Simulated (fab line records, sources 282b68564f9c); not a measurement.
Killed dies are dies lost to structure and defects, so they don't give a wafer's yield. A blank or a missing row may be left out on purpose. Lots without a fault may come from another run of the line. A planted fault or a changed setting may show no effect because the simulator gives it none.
A struck lot beside a sound one | flow rit_cmos | 30 steps out of a route of 202
Sound: wafers L414.1, L414.2, L414.4. Struck: wafers L420.2, L420.4, L420.5. The cause comes at the end.
At each step with rows: each side's tool, then ch and its chambers, then its first start. Under that, the readings that differ: sound wafers | struck wafers | difference of the means | sigmas: that difference in standard deviations of wafers without a fault.
alike: readings whose means differ by less than 2 such deviations, and words and numbers that are the same on both sides. not compared: withheld readings, readings that some wafer has no value for, bounds like >300 that may hide the same value, and numbers for which the record gives no deviation and whose values overlap.
The two part at a step that has a row with sigmas, a row that says differs or no value, or rows on one side only. Numbers that don't overlap but have no deviation are shown without sigmas and don't part them. A reading that every wafer of one side lacks parts them only if that side has two wafers or more.

RIT_FOX2_THK_MEAS_01:
  sound on film_metro-04, day 3 06:35; struck on film_metro-03, day 4 13:33
  alike: FOX2_OXIDE_THK
then, 2 steps without rows for these wafers: RIT_FOX2_CLEAN_02 (cleans in dHF, time 180 s); RIT_FOX2_WET_ETCH_03 (etches Si3N4 in H3PO4, target depth 195 nm, time 2801 s).
RIT_FOX2_THK_MEAS_90:
  sound on film_metro-01, day 3 07:37; struck on film_metro-01, day 4 14:26
  alike: FIELD_OXIDE_LEFT_1_THK
then, 6 steps without rows for these wafers: RIT_NWELL_HMDS_00 (prime time 60 s); RIT_NWELL_COAT_01 (resist thk 1300 nm); RIT_NWELL_SOFTBAKE_02 (time 60 s); RIT_NWELL_EXPOSE_03 (exposes mask M2, target cd 43900 nm); RIT_NWELL_PEB_04; RIT_NWELL_DEVELOP_05 (develop time 68 s).
RIT_NWELL_OVL_MEAS_06:
  sound on overlay-02, day 3 08:41; struck on overlay-01, day 4 15:39
  alike: NWELL_OVL
then, 1 step without rows for these wafers: RIT_NWELL_HARDBAKE_07 (time 120 s).
RIT_NWELL_IMPLANT_08:
  sound on implanter-04 ch 0, day 3 08:58; struck on implanter-04 ch 0, day 4 15:58
  reading       | sound                         | struck                        | difference | sigmas
  dose_ions_cm2 | 4.995e+13 4.997e+13 5.003e+13 | 4.894e+13 4.899e+13 4.896e+13 | -1.020e+12 | -20
  alike: beam_on_s, faraday_current_uA
RIT_NWELL_STRIP_09: strips in O2, time 180 s.
  sound on plasma_asher-04 ch 0,1, day 3 09:07; struck on plasma_asher-04 ch 0,1, day 4 16:05
  alike: drypump_motor_current_A
  not compared: rf_hours_counter_h
RIT_NWELL_TW_MEAS_10:
  sound on film_metro-04, day 3 09:17; struck on film_metro-04, day 4 16:16
  alike: NWELL_TW
then, 2 steps without rows for these wafers: RIT_PWELL_HMDS_00 (prime time 60 s); RIT_PWELL_COAT_01 (resist thk 1300 nm).
RIT_PWELL_SOFTBAKE_02: time 62.36 s.
  sound on litho_track-02 ch 0, day 3 09:39; struck on litho_track-03 ch 0, day 4 16:38
  alike: heater_power_total_W, plate_sensor_t_centre_C, plate_sensor_t_edge_C
then, 3 steps without rows for these wafers: RIT_PWELL_EXPOSE_03 (exposes mask M3, target cd 43700 nm); RIT_PWELL_PEB_04; RIT_PWELL_DEVELOP_05 (develop time 68 s).
RIT_PWELL_OVL_MEAS_06:
  sound on overlay-02, day 3 10:22; struck on overlay-02, day 4 17:12
  alike: PWELL_OVL
then, 2 steps without rows for these wafers: RIT_PWELL_HARDBAKE_07 (time 120 s); RIT_PWELL_IMPLANT_08.
RIT_PWELL_STRIP_09: strips in O2, time 180 s.
  sound on plasma_asher-03 ch 0,1, day 3 10:47; struck on plasma_asher-03 ch 1, day 4 17:38
  alike: drypump_motor_current_A
  not compared: rf_hours_counter_h
RIT_PWELL_TW_MEAS_10:
  sound on film_metro-03, day 3 10:58; struck on film_metro-03, day 4 17:49
  alike: PWELL_TW
then, 1 step without rows for these wafers: RIT_WELLDRIVE_ANNEAL_00 (time 14700 s).
RIT_WELLDRIVE_RS_MEAS_01: measures by four-point-probe.
  sound on film_metro-04, day 3 16:07; struck on film_metro-04, day 4 22:58
  reading           | sound             | struck            | difference | sigmas
  NWELL_RS (ohm/sq) | 275.9 276.2 275.9 | 278.7 279.0 279.3 | +3.0       | +4
RIT_WELLDRIVE_RS_MEAS_02: measures by four-point-probe.
  sound on film_metro-04, day 3 16:14; struck on film_metro-04, day 4 23:05
  alike: PWELL_RS
RIT_M1_PROBE_99:
  sound on prober-02, day 5 00:11; struck on prober-01, day 6 05:49
  reading                                 | sound             | struck            | difference | sigmas
  model.etest.well_edge_left.line_ohm_um  | 183.4 181.8 182.7 | 186.6 184.7 185.4 | +2.9       |
  model.etest.well_edge_right.line_ohm_um | 182.5 182.3 181.9 | 185.3 184.7 188.6 | +4.0       |
  alike: killed_at_front_end, killed_dies, killed_open, killed_short

WHERE THEY PART
First at RIT_NWELL_IMPLANT_08; last, within this record, at RIT_WELLDRIVE_RS_MEAS_01. Later steps at which nothing parts them and some readings are alike: RIT_WELLDRIVE_RS_MEAS_02, RIT_M1_PROBE_99.

WHY: what the simulator had put in
Process parameter drift: implanter-04, from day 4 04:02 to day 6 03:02, at RIT_NWELL_IMPLANT_08. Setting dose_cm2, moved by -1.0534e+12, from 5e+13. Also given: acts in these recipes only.
